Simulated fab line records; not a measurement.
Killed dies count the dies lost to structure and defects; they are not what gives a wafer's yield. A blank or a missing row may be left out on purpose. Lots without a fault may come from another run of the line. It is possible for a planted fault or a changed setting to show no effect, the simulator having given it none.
Matching of chambers | flow berkeleyCmos170 | UCB170_V1_CVD_00 on pecvd-04 has 3 sister chambers
The step deposits SiO2 from TEOS/O2, target thk 2000 nm, time 250 s. 3 wafers are shown with their chamber, then 7 later ones without.

== WAFERS PAIRED WITH THEIR CHAMBERS ==
wafer  | chamber | heaterPowerW (W)
L130.2 | 0       | 280
L135.4 | 2       | 231
L135.5 | 1       | 239

== WAFERS MISSING THEIR CHAMBER ==
wafer  | heaterPowerW (W)
L135.6 | 338
L144.1 | 355
L144.2 | 335
L144.3 | 184
L147.1 | 326
L147.3 | 202
L147.4 | 234

== CHAMBER TAKEN BY EACH ==
wafer  | from the rows above          | in truth
L135.6 | can't be placed: 0 or 1 or 2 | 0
L144.1 | can't be placed: 0 or 1 or 2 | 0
L144.2 | can't be placed: 0 or 1 or 2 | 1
L144.3 | can't be placed: 2 or 1 or 0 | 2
L147.1 | can't be placed: 0 or 1 or 2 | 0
L147.3 | can't be placed: 2 or 1 or 0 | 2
L147.4 | can't be placed: 2 or 1 or 0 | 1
Correct placement for 0 of the 7. These rows do not allow placing 7 (true chamber among the candidates in 7). 0 placed wrongly.
How it was worked out, from the rows above alone: a wafer's distance from a chamber is the root of the sum, over the readings, of the square of ((its reading less the chamber's mean) divided by the reading's scatter). If the next closest chamber is less than 2 further off than the closest, the wafer can't be placed; otherwise it belongs to the closest. The mean given for a chamber averages the wafers shown for that chamber. The scatter: with one shown wafer a chamber, the root of the mean of the squares of how far each hidden wafer lies from its nearest shown one.
